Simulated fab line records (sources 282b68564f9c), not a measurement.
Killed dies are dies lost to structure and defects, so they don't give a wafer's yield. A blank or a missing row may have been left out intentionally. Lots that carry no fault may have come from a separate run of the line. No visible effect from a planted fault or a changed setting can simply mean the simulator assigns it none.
fab line records	flow rit_cmos
[record] lots = 13	wafers = 39	last_day = 6
route steps=202 shown ACTIVE@5 REOX@102 NSD@140 M1@200
lots that met no fault: from a run of the same line without faults
start_h: start of the lot's first displayed wafer, in hours after the record's first day	wait_h: hours elapsed since this lot's preceding step	" repeats the value in the row above	L1.1+2: one row covering several wafers at once	- no value, or no start given	* or withheld: withheld	< > ~ a bound
route shown NAME@n: names a module that has steps shown in the file, with the first one's number in the route	usual: mean and standard deviation over wafers with no fault	same: alike in all rows	chamber/n: place in a boat	sites: the reading at each site	_std_site: the standard deviation of these	_edge_site: the outer-site mean with the inner-site mean subtracted	radius_mm: for every site, how far away it sits from the centre of the wafer	mask NAME#n: copy n	behind: the most recent tool/chamber to have shaped the wafer	hold: the reason the lot was held/the length of the hold in hours/how it ended	device: the transistor (n, p or np) that didn't switch	end of line: the route-end tests of the same wafers	step lacking rows: just its recipe	killed: not the wafer's yield, but the dies lost to structure and defects at the first sort	map: per-die view of a wafer (x killed, . not killed, _ where there is no die)
set.NAME: the setting as run; set.NAME@STEP: as run at that earlier step	model.NAME: the simulator's own value behind a step, which no gauge read
the route's steps for a sample of lots (tables are steps, rows are wafers)
services: the hour from which a tool's chamber was out of use, counted from the record's first day as start_h (under 0 if before that day), plus the number of hours and why
[[steps]]
[step RIT_ACTIVE_THK_MEAS_04]
[recipe] reads = Si3N4_of_ACTIVE_CVD_03
[usual] ACTIVE_NITRIDE_THK = 149.2/1.5
lot.wafer	tool	chamber	start_h	wait_h	ACTIVE_NITRIDE_THK[nm]
L763.1	film_metro-04	-	13.72	0.0	151.5
L763.4	"	-	"	"	148.9
L763.6	"	-	"	"	149.1
L764.2	film_metro-04	-	18.54	0.0	152.0
L764.3	"	-	"	"	152.0
L764.5	"	-	"	"	151.9
L765.2	film_metro-03	-	24.76	0.0	150.9
L765.4	"	-	"	"	150.7
L765.5	"	-	"	"	149.9
L766.2	film_metro-03	-	29.69	0.0	150.2
L766.4	"	-	"	"	150.3
L766.6	"	-	"	"	149.4
L767.1	film_metro-03	-	33.57	0.0	150.6
L767.4	"	-	"	"	149.9
L767.5	"	-	"	"	148.3
L768.1	film_metro-02	-	40.12	0.0	152.4
L768.3	"	-	"	"	151.5
L768.6	"	-	"	"	151.4
L769.3	film_metro-02	-	44.86	0.0	149.5
L769.4	"	-	"	"	148.8
L769.5	"	-	"	"	149.6
L770.1	film_metro-04	-	49.24	0.0	148.5
L770.2	"	-	"	"	148.7
L770.6	"	-	"	"	148.4
L771.2	film_metro-03	-	55.56	0.0	150.2
L771.4	"	-	"	"	149.9
L771.6	"	-	"	"	150.3
L774.2	film_metro-02	-	69.83	0.0	148.3
L774.4	"	-	"	"	150.1
L774.6	"	-	"	"	151.5
L775.3	film_metro-03	-	74.16	0.0	147.1
L775.4	"	-	"	"	147.7
L775.5	"	-	"	"	147.4
L776.1	film_metro-04	-	78.53	0.0	146.2
L776.5	"	-	"	"	146.9
L776.6	"	-	"	"	147.1
L777.3	film_metro-03	-	86.88	0.0	147.4
L777.4	"	-	"	"	148.1
L777.6	"	-	"	"	146.8
[step RIT_REOX_THK_MEAS_04]
[recipe] reads = SiO2_of_REOX_OXIDATION_03
[usual] REOX_OXIDE_THK = 25.1/0.37
lot.wafer	tool	chamber	start_h	wait_h	REOX_OXIDE_THK[nm]
L763.1	film_metro-01	-	51.15	0.0	24.9
L763.4	"	-	"	"	25.4
L763.6	"	-	"	"	25.3
L764.2	film_metro-02	-	51.16	0.0	24.5
L764.3	"	-	"	"	24.9
L764.5	"	-	"	"	25.1
L765.2	film_metro-01	-	53.15	0.0	24.5
L765.4	"	-	"	"	24.7
L765.5	"	-	"	"	24.7
L766.2	film_metro-03	-	63.87	0.0	25.1
L766.4	"	-	"	"	25.2
L766.6	"	-	"	"	25.5
L767.1	film_metro-03	-	66.41	0.0	24.9
L767.4	"	-	"	"	25.2
L767.5	"	-	"	"	25.7
L768.1	film_metro-01	-	71.61	0.0	24.4
L768.3	"	-	"	"	24.8
L768.6	"	-	"	"	24.7
L769.3	film_metro-03	-	78.16	0.0	25.7
L769.4	"	-	"	"	25.7
L769.5	"	-	"	"	25.7
L770.1	film_metro-01	-	81.03	0.0	24.6
L770.2	"	-	"	"	24.6
L770.6	"	-	"	"	24.6
L771.2	film_metro-03	-	83.59	0.0	24.3
L771.4	"	-	"	"	24.9
L771.6	"	-	"	"	24.5
L774.2	film_metro-03	-	96.74	0.0	25.0
L774.4	"	-	"	"	25.1
L774.6	"	-	"	"	25.5
L775.3	film_metro-01	-	106.20	0.0	25.2
L775.4	"	-	"	"	24.7
L775.5	"	-	"	"	24.8
L776.1	film_metro-03	-	113.40	0.0	24.7
L776.5	"	-	"	"	25.2
L776.6	"	-	"	"	25.5
L777.3	film_metro-03	-	123.26	0.0	25.1
L777.4	"	-	"	"	25.1
L777.6	"	-	"	"	25.1
[step RIT_NSD_STRIP_09]
[recipe] chemistry = O2	time_s = 180	resist = NOVOLAK	platen_temp_c = withheld	power_w = 500	pressure_mtorr = 4000	o2_flow_sccm = 4000
[usual] drypump_motor_current_A = 5.6/0.44
lot.wafer	tool	chamber	start_h	wait_h	drypump_motor_current_A	rf_hours_counter_h
L763.1	plasma_asher-04	0	58.13	0.1	5.8	42
L763.4	"	1	"	"	5.9	-
L763.6	"	0	"	"	5.8	-
L764.2	plasma_asher-02	0	58.86	0.1	5.8	40
L764.3	"	1	"	"	5.6	-
L764.5	"	0	"	"	5.8	-
L765.2	plasma_asher-02	0	60.78	0.1	5.8	40
L765.4	"	1	"	"	5.6	-
L765.5	"	0	"	"	5.8	-
L766.2	plasma_asher-02	0	71.19	0.1	5.8	41
L766.4	"	0	"	"	5.8	-
L766.6	"	1	"	"	5.6	-
L767.1	plasma_asher-02	1	73.01	0.1	5.6	41
L767.4	"	1	"	"	5.6	-
L767.5	"	0	"	"	5.8	-
L768.1	plasma_asher-04	0	78.45	0.1	5.8	44
L768.3	"	0	"	"	5.8	-
L768.6	"	0	"	"	5.8	-
L769.3	plasma_asher-01	0	84.92	0.1	4.7	-
L769.4	"	1	"	"	6.0	-
L769.5	"	0	"	"	4.7	-
L770.1	plasma_asher-04	0	87.99	0.1	5.8	45
L770.2	"	1	"	"	5.9	45
L770.6	"	1	"	"	5.9	-
L771.2	plasma_asher-04	1	90.32	0.1	5.9	46
L771.4	"	1	"	"	5.9	-
L771.6	"	1	"	"	5.9	-
L774.2	plasma_asher-01	0	104.14	0.1	4.8	43
L774.4	"	0	"	"	4.7	-
L774.6	"	0	"	"	4.8	-
L775.3	plasma_asher-01	0	113.15	0.1	4.7	-
L775.4	"	1	"	"	6.0	-
L775.5	"	0	"	"	4.7	-
L776.1	plasma_asher-01	0	120.47	0.1	4.7	45
L776.5	"	1	"	"	6.0	-
L776.6	"	0	"	"	4.8	-
L777.3	plasma_asher-01	1	130.28	0.1	6.0	-
L777.4	"	0	"	"	4.8	-
L777.6	"	0	"	"	4.8	-
[step RIT_M1_ANNEAL_15]
[recipe] temp_c = 450	time_s = 1800	ambient = forming_gas_H2N2
[usual] spike_tc_centre_C = 452.7/0.99	spike_tc_load_C = 468.5/0.94	spike_tc_source_C = 463.8/1.1	tube_center_temp_C = 450/0.041	tube_center_temp_C_max = 451.18/0.22	zone_power_centre_pct = 21.66/0.22	zone_power_load_pct = 6.99/0.072	zone_power_source_pct = 8.14/0.077
lot.wafer	tool	chamber	start_h	wait_h	spike_tc_centre_C	spike_tc_load_C	spike_tc_source_C	tube_center_temp_C	tube_center_temp_C_max	zone_power_centre_pct	zone_power_load_pct	zone_power_source_pct
L763.1	furnace-02	0	66.62	0.1	452.4	467.4	463.3	450.05	451.86	21.77	7.06	8.11
L763.4	"	0	"	"	451.4	469.4	464.7	449.99	451.40	21.55	6.96	8.15
L763.6	"	0	"	"	453.9	467.6	464.5	450.09	450.97	21.53	6.89	8.08
L764.2	furnace-02	0	68.12	1.3	453.9	466.5	465.3	450	450.72	21.38	6.97	7.98
L764.3	"	0	"	"	453.6	468.7	463.7	450.01	451.13	21.91	6.95	8.16
L764.5	"	0	"	"	453.3	467.9	463.0	450.02	451.43	21.66	6.97	8.06
L765.2	furnace-02	0	69.62	1.2	453.6	468.0	465.1	450	451.12	21.61	7.01	8.21
L765.4	"	0	"	"	451.4	467.5	464.4	450.01	450.87	21.54	6.99	8.30
L765.5	"	0	"	"	452.1	469.1	461.9	450.01	451.31	21.61	7.02	8.04
L766.2	furnace-02	0	79.41	0.1	451.4	468.5	463.9	450.02	451.40	21.96	6.92	8.18
L766.4	"	0	"	"	454.1	468.6	463.5	450.03	451.13	21.79	7.04	8.34
L766.6	"	0	"	"	454.4	466.2	464.7	449.94	450.83	21.43	6.92	8.16
L767.1	furnace-02	0	81.03	0.1	451.4	469.7	464.0	450.01	451.20	21.55	7.00	8.12
L767.4	"	0	"	"	453.8	468.0	462.8	449.99	451.51	21.78	6.91	8.17
L767.5	"	0	"	"	452.4	468.6	463.4	449.99	451.18	21.77	7.00	8.28
L768.1	furnace-02	0	86.39	0.1	451.9	471.1	465.0	449.96	451.08	21.69	7.12	8.11
L768.3	"	0	"	"	453.4	469.5	463.4	449.98	451.19	21.95	7.02	8.18
L768.6	"	0	"	"	451.0	467.7	463.8	450.06	451.00	21.86	6.87	8.11
L769.3	furnace-02	0	92.98	0.1	454.2	468.0	466.3	450.01	450.96	21.58	7.04	8.08
L769.4	"	0	"	"	452.4	470.3	463.8	449.97	450.98	21.60	7.04	8.24
L769.5	"	0	"	"	451.2	468.1	463.5	449.98	451.10	21.64	7.02	8.28
L770.1	furnace-02	0	96.18	0.1	452.6	468.5	463.9	449.98	450.96	21.41	7.10	8.16
L770.2	"	0	"	"	453.4	467.1	464.4	450.05	451.10	21.95	7.04	8.27
L770.6	"	0	"	"	452.1	468.9	463.4	449.99	450.85	21.86	6.98	8.30
L771.2	furnace-02	0	98.04	0.1	451.2	468.0	463.8	450.02	450.97	21.22	7.06	8.24
L771.4	"	0	"	"	451.6	469.0	461.6	449.93	451.13	21.91	7.02	8.14
L771.6	"	0	"	"	453.9	469.4	462.8	450.03	451.27	21.84	6.99	8.04
L774.2	furnace-02	0	113.09	1.1	454.0	468.5	463.4	450	451.11	21.48	6.87	8.23
L774.4	"	0	"	"	451.6	469.4	464.5	449.95	450.85	21.86	7.02	8.24
L774.6	"	0	"	"	451.8	468.5	463.2	449.95	451.04	22.04	6.96	8.08
L775.3	furnace-02	0	121.08	0.1	422.8	437.7	434.3	420	421.00	20.07	6.14	7.17
L775.4	"	0	"	"	422.4	436.9	433.9	419.95	421.00	20.15	6.16	7.17
L775.5	"	0	"	"	421.8	437.6	432.3	420.02	421.10	20.07	6.30	7.16
L776.1	furnace-02	0	128.51	0.1	422.5	438.4	432.6	419.98	421.22	19.60	6.26	7.14
L776.5	"	0	"	"	422.6	438.1	433.3	419.99	421.00	20.42	6.17	7.31
L776.6	"	0	"	"	423.7	438.0	434.0	420.01	421.07	20.21	6.20	7.25
L777.3	furnace-02	0	138.35	0.1	422.0	438.4	433.7	419.95	420.93	19.82	6.04	7.18
L777.4	"	0	"	"	421.3	438.2	434.4	419.95	421.67	20.12	6.24	7.32
L777.6	"	0	"	"	423.2	437.4	434.0	420.07	420.93	20.17	6.29	7.35
[step RIT_M1_PROBE_99]
[usual] defect_limited_yield = 97.5/1	killed_at_front_end = 6.6/2.7	killed_dies = 6.7/2.7	killed_open = 3.4/2	killed_short = 3.2/1.8	sort_bin_3_pad_short = 0.1/0.23	sort_bin_5_function = 1.4/0.68	sort_bin_6_memory = 1.0/0.62	sort_n_pass = 257.3/2.7	sort_yield_pct = 97.5/1
[same] gross_dies = 264	killed_at_M0_to_M3 = 0	killed_at_M4_up = 0	killed_at_back_side = 0	killed_at_contacts = 0	killed_at_other = 0
lot.wafer	tool	chamber	start_h	wait_h	defect_limited_yield[%]	killed_at_front_end	killed_dies	killed_open	killed_short	sort_bin_3_pad_short[%]	sort_bin_5_function[%]	sort_bin_6_memory[%]	sort_n_pass	sort_yield_pct[%]
L763.1	prober-02	-	68.24	0.1	97.3	7	7	2	5	0	2.3	0.4	257.0	97.3
L763.4	prober-02	-	68.39	0.2	97.7	6	6	1	5	0.4	0.8	1.1	258.0	97.7
L763.6	prober-02	-	68.49	0.2	98.1	5	5	4	1	0.4	1.1	0.4	259.0	98.1
L764.2	prober-01	-	69.79	0.1	98.1	5	5	1	4	0.4	1.5	0	259.0	98.1
L764.3	prober-01	-	69.84	0.2	97.7	6	6	4	2	0.4	0.8	1.1	258.0	97.7
L764.5	prober-01	-	69.94	0.2	95.5	12	12	9	3	0	1.9	2.7	252.0	95.5
L765.2	prober-02	-	71.29	0.1	96.6	9	9	5	4	0	2.3	1.1	255.0	96.6
L765.4	prober-02	-	71.39	0.2	96.2	10	10	5	5	0.8	2.3	0.8	254.0	96.2
L765.5	prober-02	-	71.44	0.2	97.3	7	7	6	1	0	1.9	0.8	257.0	97.3
L766.2	prober-01	-	81.08	0.1	97.3	7	7	4	3	0	1.9	0.8	257.0	97.3
L766.4	prober-01	-	81.18	0.2	97.0	8	8	4	4	0.4	1.5	1.1	256.0	97.0
L766.6	prober-01	-	81.28	0.2	97.7	6	6	5	1	0	1.1	1.1	258.0	97.7
L767.1	prober-02	-	82.65	0.1	95.5	12	12	5	7	0.8	1.5	2.3	252.0	95.5
L767.4	prober-02	-	82.80	0.2	98.5	4	4	4	0	0	0.8	0.8	260.0	98.5
L767.5	prober-02	-	82.85	0.2	97.7	6	6	3	3	0.8	1.1	0.4	258.0	97.7
L768.1	prober-01	-	88.01	0.1	97.3	7	7	2	5	0	1.9	0.8	257.0	97.3
L768.3	prober-01	-	88.11	0.2	98.9	3	3	1	2	0.4	0.4	0.4	261.0	98.9
L768.6	prober-01	-	88.26	0.2	98.5	4	4	3	1	0	0.4	1.1	260.0	98.5
L769.3	prober-02	-	94.70	0.2	97.0	8	8	4	4	0	1.1	1.9	256.0	97.0
L769.4	prober-02	-	94.75	0.2	98.5	4	4	4	0	0	0.8	0.8	260.0	98.5
L769.5	prober-02	-	94.80	0.2	97.3	7	7	3	4	0	2.7	0	257.0	97.3
L770.1	prober-01	-	97.80	0.1	96.2	10	10	7	3	0.4	2.7	0.8	254.0	96.2
L770.2	prober-01	-	97.85	0.1	97.0	8	8	3	5	0.4	0.8	1.9	256.0	97.0
L770.6	prober-01	-	98.05	0.2	97.3	7	7	2	5	0	1.5	1.1	257.0	97.3
L771.2	prober-02	-	99.71	0.1	97.3	7	7	5	2	0	1.9	0.8	257.0	97.3
L771.4	prober-02	-	99.81	0.2	99.2	2	2	0	2	0	0.8	0	262.0	99.2
L771.6	prober-02	-	99.91	0.2	97.3	7	7	4	3	0	1.1	1.5	257.0	97.3
L774.2	prober-01	-	114.76	0.1	98.1	5	5	3	2	0.4	1.1	0.4	259.0	98.1
L774.4	prober-01	-	114.86	0.2	95.8	11	11	5	6	0	2.7	1.5	253.0	95.8
L774.6	prober-01	-	114.96	0.2	96.2	10	10	5	5	0.8	1.9	1.1	254.0	96.2
L775.3	prober-02	-	122.80	0.2	98.1	5	5	4	1	0	1.1	0.8	259.0	98.1
L775.4	prober-02	-	122.85	0.2	98.9	3	3	1	2	0.4	0.8	0	261.0	98.9
L775.5	prober-02	-	122.90	0.2	99.2	2	2	1	1	0	0.8	0	262.0	99.2
L776.1	prober-01	-	130.13	0.1	98.5	4	4	2	2	0	0.4	1.1	260.0	98.5
L776.5	prober-01	-	130.33	0.2	97.3	7	7	2	5	0.4	1.9	0.4	257.0	97.3
L776.6	prober-01	-	130.38	0.2	98.1	5	5	4	1	0	1.5	0.4	259.0	98.1
L777.3	prober-02	-	140.07	0.2	98.1	5	5	2	2	0.4	0.4	1.1	259.0	98.1
L777.4	prober-02	-	140.12	0.2	97.0	8	8	4	3	0.4	1.1	1.5	256.0	97.0
L777.6	prober-02	-	140.22	0.2	98.5	4	4	2	2	0.4	0.4	0.8	260.0	98.5
// killed by level:class
L763.1 SPACER:geometric_particle:short=3 GATE:geometric_particle:open=1 GATE:geometric_particle:short=1 REOX:geometric_particle:short=1 SPACER:geometric_particle:open=1
L763.4 FOX2:geometric_particle:short=2 GATE:geometric_particle:short=2 GATE:geometric_particle:open=1 SPACER:geometric_particle:short=1
L763.6 GATE:geometric_particle:open=2 FOX2:geometric_particle:open=1 GATE:geometric_particle:short=1 REOX:geometric_particle:open=1
L764.2 GATE:geometric_particle:short=3 GATE:geometric_particle:open=1 REOX:geometric_particle:short=1
L764.3 GATE:geometric_particle:short=1 GATE:geometric_particle:open=1 REOX:geometric_particle:open=1 REOX:geometric_particle:short=1 SPACER:geometric_particle:open=1 SILICIDE:geometric_particle:open=1
L764.5 FOX1:geometric_particle:open=3 GATE:geometric_particle:open=3 GATE:geometric_particle:short=2 FOX1:geometric_particle:short=1 REOX:geometric_particle:open=1 SPACER:geometric_particle:open=1 SILICIDE:geometric_particle:open=1
L765.2 REOX:geometric_particle:open=5 FOX2:geometric_particle:short=2 FOX1:geometric_particle:short=1 GATE:geometric_particle:short=1
L765.4 GATE:geometric_particle:short=3 REOX:geometric_particle:open=2 FOX1:geometric_particle:short=1 FOX2:geometric_particle:short=1 FOX2:geometric_particle:open=1 SPACER:geometric_particle:open=1 SILICIDE:geometric_particle:open=1
L765.5 REOX:geometric_particle:open=3 SILICIDE:geometric_particle:open=2 FOX1:geometric_particle:open=1 GATE:geometric_particle:short=1
L766.2 FOX1:geometric_particle:open=1 FOX2:geometric_particle:short=1 GATE:geometric_particle:short=1 GATE:geometric_particle:open=1 REOX:geometric_particle:open=1 SPACER:geometric_particle:short=1 SILICIDE:geometric_particle:open=1
L766.4 FOX1:geometric_particle:open=2 FOX1:geometric_particle:short=2 GATE:geometric_particle:open=2 GATE:geometric_particle:short=1 REOX:geometric_particle:short=1
L766.6 FOX1:geometric_particle:open=2 GATE:geometric_particle:open=2 REOX:geometric_particle:short=1 SPACER:geometric_particle:open=1
L767.1 GATE:geometric_particle:open=3 REOX:geometric_particle:short=3 FOX1:geometric_particle:short=2 FOX2:geometric_particle:open=2 FOX2:geometric_particle:short=1 SPACER:geometric_particle:short=1
L767.4 GATE:geometric_particle:open=3 FOX1:geometric_particle:open=1
L767.5 FOX1:geometric_particle:short=2 SILICIDE:geometric_particle:open=2 FOX2:geometric_particle:short=1 GATE:geometric_particle:open=1
L768.1 GATE:geometric_particle:short=3 GATE:geometric_particle:open=2 FOX1:geometric_particle:short=1 SPACER:geometric_particle:short=1
L768.3 FOX1:geometric_particle:short=2 GATE:geometric_particle:open=1
L768.6 FOX2:geometric_particle:open=1 GATE:geometric_particle:open=1 GATE:geometric_particle:short=1 SILICIDE:geometric_particle:open=1
L769.3 GATE:geometric_particle:open=3 GATE:geometric_particle:short=2 FOX1:geometric_particle:short=1 FOX1:geometric_particle:open=1 SILICIDE:geometric_particle:short=1
L769.4 FOX1:geometric_particle:open=2 GATE:geometric_particle:open=1 REOX:geometric_particle:open=1
L769.5 GATE:geometric_particle:open=2 FOX2:geometric_particle:short=1 GATE:geometric_particle:short=1 REOX:geometric_particle:open=1 REOX:geometric_particle:short=1 SPACER:geometric_particle:short=1
L770.1 FOX1:geometric_particle:open=4 GATE:geometric_particle:open=3 GATE:geometric_particle:short=2 FOX1:geometric_particle:short=1
L770.2 GATE:geometric_particle:short=3 SILICIDE:geometric_particle:open=2 REOX:geometric_particle:open=1 REOX:geometric_particle:short=1 SILICIDE:geometric_particle:short=1
L770.6 GATE:geometric_particle:short=3 FOX1:geometric_particle:open=1 FOX1:geometric_particle:short=1 GATE:geometric_particle:open=1 REOX:geometric_particle:short=1
L771.2 GATE:geometric_particle:open=4 SPACER:geometric_particle:open=1 SPACER:geometric_particle:short=1 SILICIDE:geometric_particle:short=1
L771.4 FOX1:geometric_particle:short=1 SILICIDE:geometric_particle:short=1
L771.6 FOX2:geometric_particle:open=3 SILICIDE:geometric_particle:short=2 FOX1:geometric_particle:short=1 SILICIDE:geometric_particle:open=1
L774.2 GATE:geometric_particle:open=2 GATE:geometric_particle:short=1 SPACER:geometric_particle:short=1 SILICIDE:geometric_particle:open=1
L774.4 GATE:geometric_particle:short=2 GATE:geometric_particle:open=2 SPACER:geometric_particle:short=2 SILICIDE:geometric_particle:short=2 SILICIDE:geometric_particle:open=2 SPACER:geometric_particle:open=1
L774.6 GATE:geometric_particle:open=4 GATE:geometric_particle:short=2 SILICIDE:geometric_particle:short=2 FOX1:geometric_particle:short=1 REOX:geometric_particle:open=1
L775.3 FOX2:geometric_particle:open=2 GATE:geometric_particle:open=2 SPACER:geometric_particle:short=1
L775.4 GATE:geometric_particle:short=2 GATE:geometric_particle:open=1
L775.5 GATE:geometric_particle:short=1 SILICIDE:geometric_particle:open=1
L776.1 GATE:geometric_particle:short=1 GATE:geometric_particle:open=1 REOX:geometric_particle:open=1 REOX:geometric_particle:short=1
L776.5 GATE:geometric_particle:short=2 SILICIDE:geometric_particle:short=2 GATE:geometric_particle:open=1 REOX:geometric_particle:short=1 SILICIDE:geometric_particle:open=1
L776.6 SPACER:geometric_particle:open=2 FOX1:geometric_particle:open=1 SILICIDE:geometric_particle:short=1 SILICIDE:geometric_particle:open=1
L777.3 GATE:geometric_particle:open=2 GATE:geometric_particle:short=1 REOX:geometric_particle:short=1 PSD:coat_microbubble_printed=1
L777.4 GATE:geometric_particle:short=2 SPACER:geometric_particle:open=2 FOX2:geometric_particle:open=1 GATE:geometric_particle:open=1 REOX:geometric_particle:short=1 PSD:coat_microbubble_printed=1
L777.6 FOX1:geometric_particle:open=1 GATE:geometric_particle:short=1 SPACER:geometric_particle:short=1 SPACER:geometric_particle:open=1
[[services]]
tool	chamber	start_h	hours	kind
plasma_asher-02	-	83.87	14.6	pm
plasma_asher-01	-	103.33	0.4	repair
plasma_asher-04	-	108.75	9.0	pm
plasma_asher-04	0	108.75	9.0	vent_cycle
plasma_asher-04	1	108.75	9.0	vent_cycle
plasma_asher-04	0	117.75	-	clean
plasma_asher-04	1	117.75	-	clean
[[key]]
[first_sign] step = RIT_M1_ANNEAL_15	reading = tube_center_temp_C	direction = down	sigmas = 99+	usual = *	struck = *
[effect] step = RIT_M1_ANNEAL_15	reading = tube_center_temp_C_max	direction = down	sigmas = 99+	usual = *	struck = *
met_at RIT_M1_ANNEAL_15
struck_lots L775,L776,L777
not_acting_at RIT_ACTIVE_THK_MEAS_04,RIT_REOX_THK_MEAS_04,RIT_NSD_STRIP_09
onset_between 113.09 121.08
[fault] kind = process_parameter_drift	tool = furnace-02	chamber = -	onset_h = 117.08	steps = RIT_M1_ANNEAL_15	channel = temp_c	offset = *	shape = step	end_h = 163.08	stated = *
